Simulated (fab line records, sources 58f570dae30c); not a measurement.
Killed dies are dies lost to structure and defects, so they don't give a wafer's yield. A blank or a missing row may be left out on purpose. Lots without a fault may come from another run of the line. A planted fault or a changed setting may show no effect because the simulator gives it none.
fab line records | flow berkeley_cmos170
record lots=5 wafers=15 last_day=12
route steps=331 shown M2@281 V2@292 M3@309
lots that met no fault: from a run of the same line without faults
start_h: hours from the record's first day to the start of the lot's first wafer shown | wait_h: hours since the lot's step before | " the same as in the row above | L1.1+2: a row that stands for several wafers | - no value, or no start given | * or withheld: withheld | < > ~ a bound
route shown NAME@n: a module of which the file shows steps, and the number in the route of the first | usual: mean/standard deviation of fault-free wafers | same: alike in all rows | chamber/n: place in a boat | sites: the reading at each site | _std_site: their standard deviation | _edge_site: outer sites' mean less inner sites' | radius_mm: how far each site lies from the wafer's centre | mask NAME#n: copy n | behind: the tool/chamber that last shaped the wafer | hold: why the lot was held/for how many hours/how that ended | device: the transistor (n, p or np) that didn't switch | end of line: the same wafers' tests at the end of the route | a step without rows: its recipe alone | killed: dies lost to structure and defects at the first sort, not the wafer's yield | map: a wafer's dies, x killed, . not, _ none there
set.NAME: the setting as run; set.NAME@STEP: as run at that earlier step | model.NAME: the simulator's own value behind a step, which no gauge read
lots at some steps of the route; a table a step, a row a wafer
services: from which hour (start_h, from the record's first day; less than 0 if before it) a tool's chamber was out of use, for how many hours, and why
## steps
# step UCB170_M2_COAT_10
# recipe resist=KrF spin_rpm=1500 resist_thk_nm=900
# usual chill_plate_temp_C=22.98/0.11 dispense_pressure_kPa=49/4.2
# columns lot.wafer tool chamber start_h wait_h chill_plate_temp_C dispense_pressure_kPa
L077.3 litho_track-02 0 - - 22.90 46
L077.4 " 0 " " 22.95 46
L077.6 " 0 " " 22.88 46
L081.1 litho_track-02 0 - - 23.04 46
L081.3 " 0 " " 23.11 46
L081.4 " 0 " " 23.03 46
L086.2 litho_track-03 0 - - 23.04 48
L086.4 " 0 " " 23.00 48
L086.5 " 0 " " 22.90 48
L089.1 litho_track-04 0 - - 23.07 57
L089.3 " 0 " " 22.92 57
L089.4 " 0 " " 22.88 57
L093.1 litho_track-04 0 - - 22.80 57
L093.2 " 0 " " 22.73 57
L093.4 " 0 " " 22.80 57
# step UCB170_M2_SOFTBAKE_11
# recipe resist=KrF temp_c=130 time_s=58.97
# usual chill_plate_temp_C=23.01/0.097
# columns lot.wafer tool chamber start_h wait_h chill_plate_temp_C
L077.3 litho_track-02 0 - - 23.01
L077.4 " 0 " " 22.84
L077.6 " 0 " " 22.87
L081.1 litho_track-02 0 - - 22.95
L081.3 " 0 " " 23.13
L081.4 " 0 " " 23.04
L086.2 litho_track-03 0 - - 22.93
L086.4 " 0 " " 23.09
L086.5 " 0 " " 23.08
L089.1 litho_track-04 0 - - 22.91
L089.3 " 0 " " 22.96
L089.4 " 0 " " 23.16
L093.1 litho_track-04 0 - - 23.02
L093.2 " 0 " " 23.03
L093.4 " 0 " " 22.97
# step UCB170_M2_EXPOSE_12
# recipe mask_id=METAL2 target_cd_nm=700 na=0.5 sigma_outer=0.6 source_shape=conventional dose_mj=26
# columns lot.wafer tool chamber start_h wait_h mask
L077.3+4+6 krf_scanner-01 0 203.11 - METAL2#0
L081.1+3+4 krf_scanner-02 0 223.73 - METAL2#0
L086.2+4+5 krf_scanner-01 0 239.52 - METAL2#0
L089.1+3+4 krf_scanner-01 0 266.83 - METAL2#0
L093.1+2+4 krf_scanner-02 0 282.99 - METAL2#0
# step UCB170_M2_PEB_13
# recipe peb_temp_c=130 peb_time_s=withheld resist=KrF
# usual chill_plate_temp_C=23.00/0.097
# columns lot.wafer tool chamber start_h wait_h chill_plate_temp_C
L077.3 litho_track-03 0 203.90 0.8 22.95
L077.4 " 0 " " 22.87
L077.6 " 0 " " 22.88
L081.1 litho_track-03 0 223.85 0.1 22.95
L081.3 " 0 " " 23.03
L081.4 " 0 " " 23.05
L086.2 litho_track-02 0 239.77 0.2 22.93
L086.4 " 0 " " 22.98
L086.5 " 0 " " 22.94
L089.1 litho_track-04 0 266.95 0.1 23.05
L089.3 " 0 " " 23.03
L089.4 " 0 " " 23.04
L093.1 litho_track-02 0 283.23 0.2 23.01
L093.2 " 0 " " 23.06
L093.4 " 0 " " 22.95
# step UCB170_M2_DEVELOP_14
# recipe developer=TMAH develop_time_s=45 resist=KrF dev_temp_c=21
# usual chill_plate_temp_C=23.00/0.11 developer_temp_C=21.01/0.1
# columns lot.wafer tool chamber start_h wait_h chill_plate_temp_C developer_temp_C
L077.3 litho_track-03 0 - - 22.87 21.03
L077.4 " 0 " " 22.92 20.87
L077.6 " 0 " " 22.96 20.89
L081.1 litho_track-03 0 - - 23.19 21.05
L081.3 " 0 " " 23.20 21.06
L081.4 " 0 " " 23.13 21.04
L086.2 litho_track-02 0 - - 22.98 20.80
L086.4 " 0 " " 23.00 20.83
L086.5 " 0 " " 22.82 20.88
L089.1 litho_track-04 0 - - 22.84 20.88
L089.3 " 0 " " 22.94 21.23
L089.4 " 0 " " 23.05 21.16
L093.1 litho_track-02 0 - - 23.15 20.93
L093.2 " 0 " " 23.03 21.03
L093.4 " 0 " " 23.17 20.94
# step UCB170_M2_CD_MEAS_15
# recipe target_cd_nm=700
# usual cd_nm=699.7/1.4
# columns lot.wafer tool chamber start_h wait_h cd_nm
L077.3 cd_sem-02 - 204.18 - 699.3
L077.4 " - " " 698.9
L077.6 " - " " 698.8
L081.1 cd_sem-02 - 224.12 - 698.1
L081.3 " - " " 697.1
L081.4 " - " " 698.5
L086.2 cd_sem-01 - 240.04 - 701.1
L086.4 " - " " 701.2
L086.5 " - " " 701.0
L089.1 cd_sem-02 - 267.31 - 697.6
L089.3 " - " " 698.0
L089.4 " - " " 699.8
L093.1 cd_sem-01 - 283.74 - 700.8
L093.2 " - " " 699.0
L093.4 " - " " 701.8
# step UCB170_M2_OVL_MEAS_16
# usual M2_OVL=-2/4.8
# columns lot.wafer tool chamber start_h wait_h M2_OVL[nm]
L077.3 overlay-02 - 204.27 0.1 -1
L077.4 " - " " -6
L077.6 " - " " -3
L081.1 overlay-02 - 224.24 0.1 0
L081.3 " - " " -2
L081.4 " - " " -9
L086.2 overlay-01 - 240.15 0.1 3
L086.4 " - " " 0
L086.5 " - " " -2
L089.1 overlay-02 - 267.43 0.1 0
L089.3 " - " " -3
L089.4 " - " " 6
L093.1 overlay-02 - 283.86 0.1 -5
L093.2 " - " " -10
L093.4 " - " " -10
# step UCB170_M2_ETCH_17
# recipe chemistry=N2/H2 target_depth_a=withheld overetch_a=withheld target=BARC time_s=withheld source_w=500 bias_w=100 pressure_mtorr=30 n2_flow_sccm=100 h2_flow_sccm=200
# usual drypump_motor_current_A=5.8/0.52 oes_product_au=1.006/0.016 throttle_valve_pct=13.29/0.13
# columns lot.wafer tool chamber start_h wait_h drypump_motor_current_A oes_product_au throttle_valve_pct
L077.3 rie_diel-04 1 204.29 0.0 5.4 1.035 13.28
L077.4 " 3 " " 6.5 1.002 13.31
L077.6 " 2 " " 5.9 1.018 13.31
L081.1 rie_diel-04 1 224.28 0.0 5.5 1.036 13.27
L081.3 " 3 " " 6.4 1.002 13.32
L081.4 " 0 " " 5.6 0.985 13.19
L086.2 rie_diel-02 2 240.18 0.0 5.6 1.026 13.45
L086.4 " 0 " " 5.8 1.011 13.42
L086.5 " 3 " " 6.4 1.002 13.50
L089.1 rie_diel-02 2 267.47 0.0 5.6 1.027 13.44
L089.3 " 3 " " 6.5 1.002 13.50
L089.4 " 1 " " 6.3 1.003 13.11
L093.1 rie_diel-04 2 283.90 0.0 5.9 1.017 13.31
L093.2 " 1 " " 5.4 1.033 13.30
L093.4 " 3 " " 6.4 1.007 13.30
# step UCB170_M2_METAL_ETCH_18
# recipe chemistry=Cl2/BCl3 target=Al stop_on=SiO2 pressure_mtorr=12 target_depth_a=11700 over_etch_frac=0.3 time_s=195 icp_w=600 bias_w=120 Cl2_flow_sccm=90 bcl3_flow_sccm=45
# usual drypump_motor_current_A=6.0/0.41 oes_product_au=0.852/0.015 throttle_valve_pct=24.33/0.14
# same over_etch_frac=0.3
# columns lot.wafer tool chamber start_h wait_h drypump_motor_current_A oes_product_au rf_hours_counter_h throttle_valve_pct
L077.3 rie_metal-03 1 204.40 - 6.0 0.846 - 24.33
L077.4 " 0 " " 5.7 0.853 - 24.18
L077.6 " 0 " " 5.7 0.849 - 24.19
L081.1 rie_metal-02 1 224.32 - 6.5 0.846 4.9 24.16
L081.3 " 0 " " 5.4 0.835 - 24.44
L081.4 " 1 " " 6.4 0.848 - 24.15
L086.2 rie_metal-03 1 240.22 - 5.9 0.851 2.1 24.32
L086.4 " 1 " " 6.0 0.850 - 24.31
L086.5 " 0 " " 5.8 0.859 - 24.19
L089.1 rie_metal-01 0 267.51 - 5.8 0.879 9.8 24.53
L089.3 " 0 " " 5.8 0.866 - 24.54
L089.4 " 1 " " 6.5 0.835 - 24.43
L093.1 rie_metal-01 1 283.94 - 6.5 0.839 3.5 24.43
L093.2 " 0 " " 5.8 0.867 10.2 24.52
L093.4 " 0 " " 5.8 0.869 - 24.50
# step UCB170_M2_STRIP_19
# recipe chemistry=O2 power_w=400 pressure_mtorr=3500 platen_temp_c=withheld o2_flow_sccm=400 overash_fraction=0.5
# usual drypump_motor_current_A=6.0/0.53 oes_product_au=0.543/0.011
# columns lot.wafer tool chamber start_h wait_h drypump_motor_current_A oes_product_au rf_hours_counter_h
L077.3 plasma_asher-02 1 204.61 0.2 5.7 0.530 -
L077.4 " 0 " " 5.5 0.532 -
L077.6 " 1 " " 5.7 0.529 -
L081.1 plasma_asher-04 1 224.51 0.1 5.3 0.527 45
L081.3 " 0 " " 6.2 0.537 -
L081.4 " 1 " " 5.3 0.535 -
L086.2 plasma_asher-04 1 240.41 0.1 5.4 0.541 47
L086.4 " 0 " " 6.3 0.561 -
L086.5 " 1 " " 5.3 0.546 -
L089.1 plasma_asher-02 1 267.70 0.1 5.7 0.533 55
L089.3 " 1 " " 5.7 0.543 -
L089.4 " 0 " " 5.5 0.563 -
L093.1 plasma_asher-03 1 284.13 0.1 6.4 0.554 16
L093.2 " 0 " " 6.9 0.540 16
L093.4 " 0 " " 6.8 0.540 -
# step UCB170_M2_CD_MEAS_90
# recipe target_cd_nm=700
# usual cd_nm=700.3/2.6
# columns lot.wafer tool chamber start_h wait_h cd_nm
L077.3 cd_sem-02 - 204.75 0.1 696.8
L077.4 " - " " 693.6
L077.6 " - " " 694.3
L081.1 cd_sem-02 - 224.61 0.1 701.1
L081.3 " - " " 699.7
L081.4 " - " " 702.1
L086.2 cd_sem-02 - 240.53 0.1 701.7
L086.4 " - " " 704.8
L086.5 " - " " 707.2
L089.1 cd_sem-02 - 268.03 0.3 701.7
L089.3 " - " " 702.5
L089.4 " - " " 700.2
L093.1 cd_sem-01 - 284.46 0.3 698.4
L093.2 " - " " 696.7
L093.4 " - " " 699.9
# step UCB170_V2_CVD_00
# recipe material=SiO2 target_thk_nm=2000 temp_c=390 precursor=TEOS/O2 time_s=250 rf_w=550 pressure_mtorr=9000
# usual heater_power_w=251/54 susceptor_temp_C=390.01/0.22
# columns lot.wafer tool chamber start_h wait_h heater_power_w susceptor_temp_C
L077.3 pecvd-01 1 204.83 0.1 266 390.26
L077.4 " 2 " " 276 390.20
L077.6 " 0 " " 180 390.13
L081.1 pecvd-04 2 224.73 0.1 184 390.08
L081.3 " 0 " " 281 390.08
L081.4 " 1 " " 296 390.02
L086.2 pecvd-04 2 240.63 0.1 167 389.95
L086.4 " 0 " " 230 389.94
L086.5 " 2 " " 229 389.55
L089.1 pecvd-04 1 268.15 0.1 213 390.31
L089.3 " 2 " " 242 389.76
L089.4 " 1 " " 291 389.89
L093.1 pecvd-04 0 284.58 0.1 319 389.90
L093.2 " 1 " " 284 389.78
L093.4 " 0 " " 236 390.03
# step UCB170_V2_THK_MEAS_01
# recipe reads=SiO2_of_V2_CVD_00
# usual V2_TEOS_THK=2004/24
# columns lot.wafer tool chamber start_h wait_h V2_TEOS_THK[nm]
L077.3 film_metro-02 - 205.01 0.1 1992
L077.4 " - " " 2029
L077.6 " - " " 2036
L081.1 film_metro-01 - 224.88 0.1 2014
L081.3 " - " " 1978
L081.4 " - " " 2021
L086.2 film_metro-04 - 240.79 0.1 1983
L086.4 " - " " 2011
L086.5 " - " " 1983
L089.1 film_metro-04 - 268.31 0.1 1978
L089.3 " - " " 1995
L089.4 " - " " 1998
L093.1 film_metro-04 - 284.74 0.1 1998
L093.2 " - " " 1992
L093.4 " - " " 2033
# step UCB170_V2_CMP_02
# recipe material=SiO2 down_force_psi=6 platen_rpm=60 pad_velocity_m_s=0.75398
# usual head_pressure_psi=5.999/0.012 motor_current_A=15.9/2
# columns lot.wafer tool chamber start_h wait_h head_pressure_psi motor_current_A
L077.4 cmp-01 0 205.10 0.1 6.015 16.1
L077.3 " 1 " " 6.002 13.9
L077.6 " 3 " " 6.000 15.0
L081.1 cmp-02 3 224.94 0.1 6.001 14.0
L081.4 " 0 " " 6.008 15.5
L081.3 " 1 " " 6.007 17.0
L086.2 cmp-01 0 240.89 0.1 6.001 16.4
L086.4 " 2 " " 6.017 14.6
L086.5 " 3 " " 5.978 15.1
L089.3 cmp-01 3 268.37 0.0 6.004 15.2
L089.4 " 0 " " 5.977 15.4
L089.1 " 1 " " 6.001 14.2
L093.1 cmp-02 1 284.80 0.1 5.990 16.8
L093.4 " 2 " " 6.007 20.4
L093.2 " 0 " " 5.984 15.7
# step UCB170_V2_BOW_MEAS_03
# recipe mode=bow
# usual V2_BOW=37/7.1
# columns lot.wafer tool chamber start_h wait_h V2_BOW[um]
L077.3 film_metro-01 - 205.39 0.2 32
L077.4 " - " " 36
L077.6 " - " " 33
L081.1 film_metro-02 - 225.24 0.2 31
L081.3 " - " " 37
L081.4 " - " " 36
L086.2 film_metro-04 - 241.16 0.2 42
L086.4 " - " " 38
L086.5 " - " " 43
L089.1 film_metro-02 - 268.67 0.1 29
L089.3 " - " " 35
L089.4 " - " " 37
L093.1 film_metro-02 - 285.10 0.2 30
L093.2 " - " " 40
L093.4 " - " " 30
# step UCB170_V2_THK_MEAS_04
# recipe reads=SiO2_of_V2_CVD_00
# usual V2_POLISHED_THK=999.8/1
# columns lot.wafer tool chamber start_h wait_h V2_POLISHED_THK[nm]
L077.3 film_metro-01 - 205.49 0.1 999.6
L077.4 " - " " 998.2
L077.6 " - " " 999.0
L081.1 film_metro-02 - 225.36 0.1 999.3
L081.3 " - " " 1001.0
L081.4 " - " " 998.5
L086.2 film_metro-04 - 241.27 0.1 998.0
L086.4 " - " " 1000.5
L086.5 " - " " 999.0
L089.1 film_metro-02 - 268.79 0.1 1001.0
L089.3 " - " " 999.2
L089.4 " - " " 999.4
L093.1 film_metro-02 - 285.22 0.1 1000.5
L093.2 " - " " 1000.0
L093.4 " - " " 1000.0
# step UCB170_V2_CLEAN_05
# recipe chemistry=DIW
# columns lot.wafer tool chamber start_h wait_h
L077.3+4+6 wet_bench-04 2 206.41 0.9
L081.1+3+4 wet_bench-01 3 225.42 0.1
L086.2+4+5 wet_bench-03 0 241.35 0.1
L089.1+3+4 wet_bench-04 3 268.85 0.1
L093.1+2+4 wet_bench-01 3 285.28 0.1
# step UCB170_V2_HMDS_06
# recipe prime_time_s=60 prime_temp_c=100
# usual chill_plate_temp_C=23.02/0.1
# columns lot.wafer tool chamber start_h wait_h chill_plate_temp_C
L077.3 litho_track-03 0 206.71 0.1 22.95
L077.4 " 0 " " 22.94
L077.6 " 0 " " 23.04
L081.1 litho_track-03 0 225.67 0.1 23.00
L081.3 " 0 " " 23.13
L081.4 " 0 " " 23.13
L086.2 litho_track-01 0 241.77 0.0 23.07
L086.4 " 0 " " 23.13
L086.5 " 0 " " 23.12
L089.1 litho_track-01 0 269.11 0.1 22.93
L089.3 " 0 " " 22.90
L089.4 " 0 " " 22.96
L093.1 litho_track-03 0 285.81 0.3 22.91
L093.2 " 0 " " 22.99
L093.4 " 0 " " 23.03
# step UCB170_V2_COAT_07
# recipe resist=KrF spin_rpm=1500 resist_thk_nm=900
# usual chill_plate_temp_C=23.02/0.11 dispense_pressure_kPa=51/5.1
# columns lot.wafer tool chamber start_h wait_h chill_plate_temp_C dispense_pressure_kPa
L077.3 litho_track-03 0 206.86 0.1 23.14 48
L077.4 " 0 " " 23.21 48
L077.6 " 0 " " 23.25 48
L081.1 litho_track-03 0 225.82 0.1 22.93 48
L081.3 " 0 " " 23.05 48
L081.4 " 0 " " 23.13 48
L086.2 litho_track-01 0 241.92 0.1 23.08 46
L086.4 " 0 " " 22.95 46
L086.5 " 0 " " 23.02 46
L089.1 litho_track-01 0 269.26 0.1 23.06 46
L089.3 " 0 " " 22.91 46
L089.4 " 0 " " 23.08 46
L093.1 litho_track-03 0 285.96 0.1 23.14 48
L093.2 " 0 " " 23.12 48
L093.4 " 0 " " 23.07 48
# step UCB170_V2_SOFTBAKE_08
# recipe resist=KrF temp_c=130 time_s=62.7
# usual chill_plate_temp_C=22.99/0.1 plate_sensor_t_centre_C=131.41/0.0098 plate_sensor_t_edge_C=131.53/0.01
# columns lot.wafer tool chamber start_h wait_h chill_plate_temp_C plate_sensor_t_centre_C plate_sensor_t_edge_C
L077.3 litho_track-03 0 207.01 0.1 23.16 131.42 131.54
L077.4 " 0 " " 23.05 131.41 131.53
L077.6 " 0 " " 22.85 131.41 131.54
L081.1 litho_track-03 0 225.97 0.1 23.08 131.41 131.5
L081.3 " 0 " " 23.15 131.39 131.53
L081.4 " 0 " " 23.10 131.4 131.53
L086.2 litho_track-01 0 242.07 0.1 22.76 131.41 131.52
L086.4 " 0 " " 23.06 131.41 131.52
L086.5 " 0 " " 22.89 131.42 131.52
L089.1 litho_track-01 0 269.41 0.1 23.00 131.42 131.52
L089.3 " 0 " " 23.08 131.39 131.52
L089.4 " 0 " " 23.28 131.43 131.54
L093.1 litho_track-03 0 286.11 0.1 22.81 131.41 131.54
L093.2 " 0 " " 22.84 131.39 131.53
L093.4 " 0 " " 23.05 131.4 131.53
# step UCB170_V2_EXPOSE_09
# recipe mask_id=VIA2 target_cd_nm=700 na=0.5 sigma_outer=0.6 source_shape=conventional dose_mj=37
# columns lot.wafer tool chamber start_h wait_h mask
L077.3+4+6 krf_scanner-01 0 207.28 0.2 VIA2#0
L081.1+3+4 krf_scanner-02 0 226.12 0.1 VIA2#0
L086.2+4+5 krf_scanner-01 0 242.46 0.4 VIA2#0
L089.1+3+4 krf_scanner-02 0 269.56 0.1 VIA2#0
L093.1+2+4 krf_scanner-01 0 286.26 0.1 VIA2#0
# step UCB170_V2_PEB_10
# recipe peb_temp_c=130 peb_time_s=withheld resist=KrF
# usual chill_plate_temp_C=22.99/0.11
# columns lot.wafer tool chamber start_h wait_h chill_plate_temp_C
L077.3 litho_track-01 0 208.13 0.8 22.84
L077.4 " 0 " " 22.96
L077.6 " 0 " " 22.92
L081.1 litho_track-03 0 226.23 0.1 22.93
L081.3 " 0 " " 22.96
L081.4 " 0 " " 22.93
L086.2 litho_track-03 0 243.06 0.6 23.04
L086.4 " 0 " " 22.98
L086.5 " 0 " " 22.91
L089.1 litho_track-01 0 270.01 0.4 22.91
L089.3 " 0 " " 23.08
L089.4 " 0 " " 22.92
L093.1 litho_track-04 0 286.57 0.3 22.98
L093.2 " 0 " " 22.86
L093.4 " 0 " " 22.99
# step UCB170_V2_DEVELOP_11
# recipe developer=TMAH develop_time_s=45 resist=KrF dev_temp_c=21
# usual chill_plate_temp_C=22.98/0.086 developer_temp_C=20.98/0.093
# columns lot.wafer tool chamber start_h wait_h chill_plate_temp_C developer_temp_C
L077.3 litho_track-01 0 - - 22.99 20.95
L077.4 " 0 " " 22.97 21.04
L077.6 " 0 " " 23.05 21.10
L081.1 litho_track-03 0 - - 22.81 20.86
L081.3 " 0 " " 22.92 21.04
L081.4 " 0 " " 22.99 21.01
L086.2 litho_track-03 0 - - 23.03 21.02
L086.4 " 0 " " 23.02 21.01
L086.5 " 0 " " 23.14 20.90
L089.1 litho_track-01 0 - - 23.00 20.99
L089.3 " 0 " " 23.09 21.05
L089.4 " 0 " " 23.05 21.00
L093.1 litho_track-04 0 - - 22.83 20.90
L093.2 " 0 " " 22.77 20.96
L093.4 " 0 " " 22.96 20.99
# step UCB170_V2_CD_MEAS_12
# recipe target_cd_nm=700
# usual cd_nm=700.2/1.4
# columns lot.wafer tool chamber start_h wait_h cd_nm
L077.3 cd_sem-02 - 208.39 - 700.9
L077.4 " - " " 700.1
L077.6 " - " " 699.4
L081.1 cd_sem-02 - 226.51 - 700.7
L081.3 " - " " 702.0
L081.4 " - " " 701.4
L086.2 cd_sem-02 - 243.33 - 698.9
L086.4 " - " " 699.0
L086.5 " - " " 699.4
L089.1 cd_sem-01 - 270.28 - 701.7
L089.3 " - " " 701.7
L089.4 " - " " 703.6
L093.1 cd_sem-01 - 286.85 - 698.5
L093.2 " - " " 699.3
L093.4 " - " " 699.9
# step UCB170_V2_OVL_MEAS_13
# usual V2_OVL=-1/5.5
# columns lot.wafer tool chamber start_h wait_h V2_OVL[nm]
L077.3 overlay-01 - 208.49 0.1 9
L077.4 " - " " 4
L077.6 " - " " 11
L081.1 overlay-01 - 226.63 0.1 -5
L081.3 " - " " -7
L081.4 " - " " 2
L086.2 overlay-02 - 243.44 0.1 6
L086.4 " - " " 1
L086.5 " - " " 11
L089.1 overlay-01 - 270.40 0.1 -9
L089.3 " - " " -7
L089.4 " - " " -10
L093.1 overlay-01 - 286.97 0.1 10
L093.2 " - " " 2
L093.4 " - " " 3
# step UCB170_V2_ETCH_14
# recipe chemistry=CHF3/CF4/Ar target=SiO2 stop_on=Al CHF3_flow_sccm=45 cf4_flow_sccm=15 Ar_flow_sccm=150 pressure_mtorr=200 rf_w=700 target_depth_a=12500 over_etch_frac=0.25 time_s=291
# usual drypump_motor_current_A=5.8/0.57 oes_product_au=0.873/0.014 throttle_valve_pct=6.90/0.06
# same over_etch_frac=0.25
# columns lot.wafer tool chamber start_h wait_h drypump_motor_current_A oes_product_au rf_hours_counter_h throttle_valve_pct
L077.3 rie_diel-01 0 208.51 0.0 6.5 0.875 6 6.93
L077.4 " 1 " " 6.1 0.877 59 6.82
L077.6 " 0 " " 6.5 0.879 - 6.92
L081.1 rie_diel-01 3 226.66 0.0 4.8 0.875 60 6.90
L081.3 " 1 " " 6.1 0.876 60 6.81
L081.4 " 2 " " 5.7 0.846 56 6.96
L086.2 rie_diel-01 2 243.47 0.0 5.7 0.849 57 6.93
L086.4 " 3 " " 4.9 0.872 61 6.91
L086.5 " 3 " " 4.9 0.868 - 6.91
L089.1 rie_diel-01 1 270.44 0.0 6.1 0.871 62 6.81
L089.3 " 0 " " 6.6 0.879 9 6.93
L089.4 " 1 " " 6.1 0.880 - 6.81
L093.1 rie_diel-04 1 287.01 0.0 5.4 0.903 11 6.90
L093.2 " 2 " " 5.8 0.889 93 6.88
L093.4 " 0 " " 5.5 0.880 26 6.91
# step UCB170_V2_STRIP_15
# recipe chemistry=O2 power_w=400 pressure_mtorr=3500 platen_temp_c=withheld o2_flow_sccm=400 overash_fraction=0.5
# usual drypump_motor_current_A=5.8/0.56 oes_product_au=0.722/0.0049 strip_time_to_endpoint_s=15.30/0.11
# columns lot.wafer tool chamber start_h wait_h drypump_motor_current_A oes_product_au rf_hours_counter_h strip_time_to_endpoint_s
L077.3 plasma_asher-01 0 208.72 0.1 6.2 0.724 - 15.35
L077.4 " 1 " " 4.9 0.719 - 15.36
L077.6 " 1 " " 5.0 0.727 - 15.47
L081.1 plasma_asher-03 0 226.84 0.1 6.8 0.724 10 15.08
L081.3 " 1 " " 6.4 0.720 - 15.03
L081.4 " 0 " " 6.8 0.717 - 15.27
L086.2 plasma_asher-03 1 243.65 0.1 6.4 0.714 12 15.50
L086.4 " 0 " " 6.8 0.716 - 15.53
L086.5 " 0 " " 6.8 0.716 - 15.47
L089.1 plasma_asher-01 1 270.62 0.1 4.9 0.733 53 15.39
L089.3 " 0 " " 6.2 0.724 - 15.44
L089.4 " 1 " " 5.0 0.720 - 15.30
L093.1 plasma_asher-02 0 287.19 0.1 5.5 0.721 57 15.36
L093.2 " 1 " " 5.7 0.714 57 15.49
L093.4 " 1 " " 5.7 0.725 - 15.42
# step UCB170_V2_CD_MEAS_90
# recipe target_cd_nm=700
# usual cd_nm=700.3/1.5
# columns lot.wafer tool chamber start_h wait_h cd_nm
L077.3 cd_sem-02 - 208.83 0.1 700.8
L077.4 " - " " 699.7
L077.6 " - " " 699.6
L081.1 cd_sem-02 - 226.94 0.1 700.5
L081.3 " - " " 701.6
L081.4 " - " " 701.8
L086.2 cd_sem-02 - 243.82 0.1 699.4
L086.4 " - " " 698.9
L086.5 " - " " 700.2
L089.1 cd_sem-02 - 270.72 0.1 701.2
L089.3 " - " " 701.6
L089.4 " - " " 703.0
L093.1 cd_sem-01 - 287.29 0.1 698.5
L093.2 " - " " 698.8
L093.4 " - " " 700.0
# step UCB170_M3_PRE_CLEAN_00
# recipe gas=Ar preclean_etch_time_s=60
# columns lot.wafer tool chamber start_h wait_h
L077.3+4+6 pvd_sputter-04 - 208.91 0.1
L081.1+3+4 pvd_sputter-01 - 227.06 0.1
L086.2+4+5 pvd_sputter-04 - 243.92 0.1
L089.1+3+4 pvd_sputter-01 - 270.84 0.1
L093.1+2+4 pvd_sputter-01 - 287.41 0.1
# step UCB170_M3_SPUTTER_01
# recipe material=Al target_thk_nm=900 time_s=120 power_w=6000 chamber_pressure_pa=0.5
# usual throttle_valve_pct=29.5/0.88
# columns lot.wafer tool chamber start_h wait_h throttle_valve_pct
L077.3 pvd_sputter-04 - 208.98 0.0 29.5
L077.4 " - " " 28.8
L077.6 " - " " 27.7
L081.1 pvd_sputter-01 - 227.13 0.0 29.6
L081.3 " - " " 28.6
L081.4 " - " " 30.3
L086.2 pvd_sputter-04 - 243.99 0.0 28.8
L086.4 " - " " 29.3
L086.5 " - " " 29.0
L089.1 pvd_sputter-01 - 270.90 0.0 30.2
L089.3 " - " " 29.2
L089.4 " - " " 29.6
L093.1 pvd_sputter-01 - 287.47 0.0 28.4
L093.2 " - " " 29.3
L093.4 " - " " 30.1
# step UCB170_M3_RS_MEAS_02
# recipe thk_meas_gauge=four-point-probe reads=Al_of_M3_SPUTTER_01
# usual M3_AL_RS=0.03215/0.00027
# columns lot.wafer tool chamber start_h wait_h M3_AL_RS[ohm/sq]
L077.3 film_metro-03 - 209.10 0.1 0.03173
L077.4 " - " " 0.03184
L077.6 " - " " 0.03222
L081.1 film_metro-03 - 227.21 0.0 0.03183
L081.3 " - " " 0.03206
L081.4 " - " " 0.03207
L086.2 film_metro-04 - 244.12 0.1 0.0319
L086.4 " - " " 0.03213
L086.5 " - " " 0.0321
L089.1 film_metro-04 - 270.99 0.0 0.03212
L089.3 " - " " 0.03214
L089.4 " - " " 0.03182
L093.1 film_metro-03 - 287.56 0.0 0.03217
L093.2 " - " " 0.03218
L093.4 " - " " 0.03227
# step UCB170_M3_THK_MEAS_03
# recipe thk_meas_gauge=xrf reads=Al_of_M3_SPUTTER_01
# usual M3_AL_THK=885/9.2
# columns lot.wafer tool chamber start_h wait_h M3_AL_THK[nm]
L077.3 film_metro-03 - 209.20 0.1 897
L077.4 " - " " 895
L077.6 " - " " 886
L081.1 film_metro-03 - 227.33 0.1 899
L081.3 " - " " 898
L081.4 " - " " 890
L086.2 film_metro-04 - 244.23 0.1 888
L086.4 " - " " 878
L086.5 " - " " 878
L089.1 film_metro-04 - 271.11 0.1 882
L089.3 " - " " 879
L089.4 " - " " 883
L093.1 film_metro-03 - 287.68 0.1 890
L093.2 " - " " 897
L093.4 " - " " 901
# step UCB170_M3_HMDS_04
# recipe prime_time_s=60 prime_temp_c=100
# usual chill_plate_temp_C=22.98/0.1
# columns lot.wafer tool chamber start_h wait_h chill_plate_temp_C
L077.3 litho_track-01 0 209.68 0.5 23.08
L077.4 " 0 " " 23.10
L077.6 " 0 " " 23.04
L081.1 litho_track-02 0 227.39 0.1 22.84
L081.3 " 0 " " 22.85
L081.4 " 0 " " 23.02
L086.2 litho_track-04 0 244.55 0.3 23.07
L086.4 " 0 " " 23.11
L086.5 " 0 " " 23.11
L089.1 litho_track-02 0 271.17 0.1 23.21
L089.3 " 0 " " 23.19
L089.4 " 0 " " 22.99
L093.1 litho_track-02 0 287.74 0.1 23.26
L093.2 " 0 " " 23.06
L093.4 " 0 " " 23.09
# step UCB170_M3_COAT_05
# recipe resist=KrF spin_rpm=1500 resist_thk_nm=900
# usual chill_plate_temp_C=22.98/0.088 dispense_pressure_kPa=49/5.2
# columns lot.wafer tool chamber start_h wait_h chill_plate_temp_C dispense_pressure_kPa
L077.3 litho_track-01 0 209.83 0.1 22.86 46
L077.4 " 0 " " 22.98 46
L077.6 " 0 " " 22.96 46
L081.1 litho_track-02 0 227.54 0.1 22.95 46
L081.3 " 0 " " 22.97 46
L081.4 " 0 " " 23.05 46
L086.2 litho_track-04 0 244.70 0.1 22.92 57
L086.4 " 0 " " 22.86 57
L086.5 " 0 " " 22.91 57
L089.1 litho_track-02 0 271.32 0.1 23.06 46
L089.3 " 0 " " 22.93 46
L089.4 " 0 " " 22.86 46
L093.1 litho_track-02 0 287.89 0.1 22.85 46
L093.2 " 0 " " 23.06 46
L093.4 " 0 " " 22.99 46
## services
# columns tool chamber start_h hours kind
plasma_asher-02 - 180.40 4.5 repair
cmp-02 - 187.53 1.8 repair
rie_diel-02 2 187.66 1.7 repair
pecvd-04 - 187.76 4.2 repair
rie_diel-04 - 193.38 0.5 repair
krf_scanner-01 0 193.41 - calibration
plasma_asher-03 - 198.73 28.1 pm
rie_metal-01 0 203.16 5.5 repair
krf_scanner-02 - 208.25 0.8 pm
rie_diel-02 - 209.87 2.8 pm
rie_metal-02 0 212.57 7.1 repair
rie_metal-01 - 214.52 0.7 repair
krf_scanner-01 - 218.20 3.6 pm
pecvd-04 0 230.59 3.8 repair
cmp-02 - 232.00 4.0 pm
krf_scanner-01 - 235.17 0.6 repair
krf_scanner-02 - 242.83 1.3 pm
krf_scanner-01 - 244.30 1.3 pm
krf_scanner-02 0 256.98 - calibration
rie_metal-02 - 257.60 2.8 pm
rie_diel-01 3 270.27 4.0 repair
cmp-01 - 276.62 1.8 repair
rie_diel-02 2 277.84 5.0 repair
krf_scanner-02 - 278.23 4.3 repair
## key
fault none
